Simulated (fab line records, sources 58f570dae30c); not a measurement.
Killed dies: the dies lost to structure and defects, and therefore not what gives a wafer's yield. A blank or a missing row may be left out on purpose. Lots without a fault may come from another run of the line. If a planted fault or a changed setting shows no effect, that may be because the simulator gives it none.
What tool caused it? -- flow berkeleyCmos170 -- 14 lots with 42 wafers sampled at 6 steps, on a route of 331 steps

== WHAT THE GAUGES READ, wafer by wafer ==
UCB170_M1_RS_MEAS_01: measures by four-point-probe. Usual: for M1_AL_RS the level is 0.0485 ohm/sq and the standard deviation is 0.00042.
lot,measured,on,M1_AL_RS (ohm/sq),flag
L176,day 7 16:48,filmMetro-01,0.0495 0.0494 0.0492,
L175,day 7 18:37,filmMetro-03,0.0480 0.0484 0.0481,
L177,day 8 07:34,filmMetro-03,0.0481 0.0486 0.0482,
L180,day 8 17:48,filmMetro-01,0.0488 0.0485 0.0489,
L179,day 8 19:23,filmMetro-01,0.0494 0.0495 0.0493,
L181,day 8 22:50,filmMetro-01,0.0482 0.0483 0.0485,
L182,day 9 14:03,filmMetro-01,0.0488 0.0483 0.0485,
L183,day 9 14:03,filmMetro-03,0.0479 0.0481 0.0479,
L185,day 9 22:49,filmMetro-02,0.0490 0.0492 0.0494,
L189,day 10 16:41,filmMetro-03,0.0486 0.0489 0.0489,
L190,day 11 06:53,filmMetro-01,0.0484 0.0482 0.0482,
L195,day 11 16:39,filmMetro-02,0.0491 0.0487 0.0487,
L193,day 11 19:41,filmMetro-03,0.0481 0.0479 0.0479,
L196,day 11 22:05,filmMetro-03,0.0486 0.0481 0.0487,

UCB170_M2_RS_MEAS_02: measures by four-point-probe. Usual: for M2_AL_RS the level is 0.0321 ohm/sq and the standard deviation is 0.00032.
lot,measured,on,M2_AL_RS (ohm/sq),flag
L176,day 8 02:44,filmMetro-03,0.0322 0.0325 0.0320,
L175,day 8 03:00,filmMetro-02,0.0316 0.0314 0.0315,
L177,day 8 21:05,filmMetro-02,0.0323 0.0320 0.0323,
L180,day 9 04:24,filmMetro-04,0.0322 0.0320 0.0320,
L179,day 9 04:16,filmMetro-03,0.0314 0.0318 0.0313,
L181,day 9 10:16,filmMetro-04,0.0318 0.0316 0.0319,
L182,day 9 23:34,filmMetro-04,0.0323 0.0323 0.0323,
L183,day 9 23:59,filmMetro-03,0.0159 0.0159 0.0158,OFF
L185,day 10 09:29,filmMetro-03,0.0324 0.0321 0.0321,
L189,day 11 02:31,filmMetro-04,0.0324 0.0322 0.0324,
L190,day 11 16:49,filmMetro-03,0.0324 0.0321 0.0325,
L195,day 12 02:37,filmMetro-02,0.0320 0.0320 0.0323,
L193,day 12 06:56,filmMetro-04,0.0160 0.0159 0.0159,OFF
L196,day 12 07:04,filmMetro-03,0.0319 0.0320 0.0320,

UCB170_M2_THK_MEAS_03: measures by xrf. Usual: for M2_AL_THK the level is 920 nm and the standard deviation is 11.
lot,measured,on,M2_AL_THK (nm),flag
L176,day 8 02:52,filmMetro-03,921 911 921,
L175,day 8 03:07,filmMetro-02,929 939 929,
L177,day 8 21:11,filmMetro-02,908 907 906,
L180,day 9 04:30,filmMetro-04,927 929 924,
L179,day 9 04:23,filmMetro-03,938 932 939,
L181,day 9 10:23,filmMetro-04,936 944 936,
L182,day 9 23:40,filmMetro-04,916 921 924,
L183,day 10 00:06,filmMetro-03,1846 1842 1848,OFF
L185,day 10 09:35,filmMetro-03,908 912 916,
L189,day 11 02:38,filmMetro-04,914 917 914,
L190,day 11 16:56,filmMetro-03,904 913 902,
L195,day 12 02:43,filmMetro-02,913 918 906,
L193,day 12 07:02,filmMetro-04,1854 1861 1866,OFF
L196,day 12 07:10,filmMetro-03,924 921 916,

== WHICH TOOL RAN EACH LOT (tool, then ch and the chambers of the sampled wafers, then the start) ==
lot,UCB170_CONTACT_STRIP_19,UCB170_M1_SPUTTER_00,UCB170_M2_SPUTTER_01
L176,"plasmaAsher-02 ch 0,1, day 7 16:21","pvdSputter-01, day 7 16:44","pvdSputter-02, day 8 02:39"
L175,"plasmaAsher-02 ch 0,1, day 7 18:08","pvdSputter-03, day 7 18:32","pvdSputter-03, day 8 02:53"
L177,"plasmaAsher-01 ch 0,1, day 8 07:06","pvdSputter-02, day 8 07:28","pvdSputter-02, day 8 20:58"
L180,"plasmaAsher-02 ch 0,1, day 8 17:17","pvdSputter-02, day 8 17:42","pvdSputter-04, day 9 04:16"
L179,"plasmaAsher-04 ch 0,1, day 8 18:53","pvdSputter-01, day 8 19:19","pvdSputter-02, day 9 04:10"
L181,"plasmaAsher-01 ch 0,1, day 8 22:23","pvdSputter-01, day 8 22:47","pvdSputter-02, day 9 10:11"
L182,"plasmaAsher-04 ch 0,1, day 9 11:20","pvdSputter-01, day 9 13:57","pvdSputter-03, day 9 23:27"
L183,"plasmaAsher-01 ch 1, day 9 11:32","pvdSputter-03, day 9 13:57","pvdSputter-02, day 9 23:38"
L185,"plasmaAsher-01 ch 0,1, day 9 22:21","pvdSputter-02, day 9 22:43","pvdSputter-04, day 10 09:22"
L189,"plasmaAsher-02 ch 0,1, day 10 16:14","pvdSputter-01, day 10 16:37","pvdSputter-04, day 11 02:26"
L190,"plasmaAsher-02 ch 0,1, day 11 06:13","pvdSputter-01, day 11 06:49","pvdSputter-04, day 11 16:44"
L195,"plasmaAsher-01 ch 0,1, day 11 16:09","pvdSputter-03, day 11 16:34","pvdSputter-02, day 12 02:31"
L193,"plasmaAsher-04 ch 0,1, day 11 19:13","pvdSputter-01, day 11 19:37","pvdSputter-03, day 12 06:28"
L196,"plasmaAsher-02 ch 0,1, day 11 21:36","pvdSputter-02, day 11 22:01","pvdSputter-04, day 12 06:57"
- UCB170_CONTACT_STRIP_19: strips in O2.
- UCB170_M1_SPUTTER_00: material Al, target thk 600 nm, time 80 s.
- UCB170_M2_SPUTTER_01: material Al, target thk 900 nm, time 120 s.

== WHAT THE TOOLS THEMSELVES READ (means of the sampled wafers that have a number; where no wafer has one, the mark that the record gives instead) ==
UCB170_CONTACT_STRIP_19. Usual: chamberPressureMTorr 3500 mTorr, standard deviation 3.3; drypumpMotorCurrentA 5.6 A, standard deviation 0.39; oesProductAu 0.726 a.u., standard deviation 0.0039.
lot,tool,chamberPressureMTorr (mTorr),drypumpMotorCurrentA (A),oesProductAu (a.u.),flag
L176,plasmaAsher-02,3498,5.8,0.723,
L175,plasmaAsher-02,3499,5.8,0.726,
L177,plasmaAsher-01,3501,5.8,0.729,
L180,plasmaAsher-02,3499,5.8,0.725,
L179,plasmaAsher-04,3498,5.4,0.726,
L181,plasmaAsher-01,3498,5.8,0.730,
L182,plasmaAsher-04,3501,5.4,0.726,
L183,plasmaAsher-01,3501,6.2,0.730,
L185,plasmaAsher-01,3501,5.9,0.726,
L189,plasmaAsher-02,3499,5.8,0.725,
L190,plasmaAsher-02,3503,5.8,0.721,
L195,plasmaAsher-01,3499,5.8,0.727,
L193,plasmaAsher-04,3498,5.3,0.725,
L196,plasmaAsher-02,3499,5.8,0.726,

UCB170_M1_SPUTTER_00. Usual: chamberPressurePa 0.5001 Pa, standard deviation 0.0011; throttleValvePct 29.7 %, standard deviation 0.67.
lot,tool,chamberPressurePa (Pa),throttleValvePct (%),flag
L176,pvdSputter-01,0.5001,29.8,
L175,pvdSputter-03,0.5008,29.6,
L177,pvdSputter-02,0.5004,30.3,
L180,pvdSputter-02,0.4996,30.2,
L179,pvdSputter-01,0.5007,29.4,
L181,pvdSputter-01,0.5002,29.7,
L182,pvdSputter-01,0.5008,30.3,
L183,pvdSputter-03,0.5001,29.5,
L185,pvdSputter-02,0.5000,29.6,
L189,pvdSputter-01,0.5003,29.8,
L190,pvdSputter-01,0.4981,30.3,
L195,pvdSputter-03,0.4998,29.4,
L193,pvdSputter-01,0.4995,29.9,
L196,pvdSputter-02,0.5006,29.6,

UCB170_M2_SPUTTER_01. Usual: chamberPressurePa 0.5000 Pa, standard deviation 0.001; throttleValvePct 29.9 %, standard deviation 0.86.
lot,tool,chamberPressurePa (Pa),throttleValvePct (%),flag
L176,pvdSputter-02,0.4994,30.4,
L175,pvdSputter-03,0.5003,29.5,
L177,pvdSputter-02,0.4996,28.8,
L180,pvdSputter-04,0.4990,30.9,
L179,pvdSputter-02,0.5010,28.8,
L181,pvdSputter-02,0.4994,29.4,
L182,pvdSputter-03,0.4999,29.6,
L183,pvdSputter-02,0.5006,29.5,
L185,pvdSputter-04,0.4998,31.1,
L189,pvdSputter-04,0.5005,30.8,
L190,pvdSputter-04,0.5007,30.5,
L195,pvdSputter-02,0.5001,29.7,
L193,pvdSputter-03,0.5006,29.6,
L196,pvdSputter-04,0.5001,30.6,

== THE ANSWER, worked out from the rows above alone ==
Rule: take the mean of a lot's wafers that have a number; if it is more than 3 standard deviations from the usual mean, the lot is off. A lot without any number at a reading at which 4 lots or more have one is off too. The other lots that the step has rows for count as sound. Order of review: gauges by route order, followed by the tools' own readings, for which a lot's mean as printed above is used. At the first step where some lot is off, the reading lying furthest off is the one used; lots without a number count as furthest.
Off: L183, L193, at UCB170_M2_RS_MEAS_02 (M2_AL_RS).
If a tool, at a process step before that reading, ran all the lots that are off and no sound lot after the first of them, it fits. Those tools and the gauges at UCB170_M2_RS_MEAS_02 are tried in the same way. Not one of the candidates tried fits.

== WHAT THE SIMULATOR PUT IN ==
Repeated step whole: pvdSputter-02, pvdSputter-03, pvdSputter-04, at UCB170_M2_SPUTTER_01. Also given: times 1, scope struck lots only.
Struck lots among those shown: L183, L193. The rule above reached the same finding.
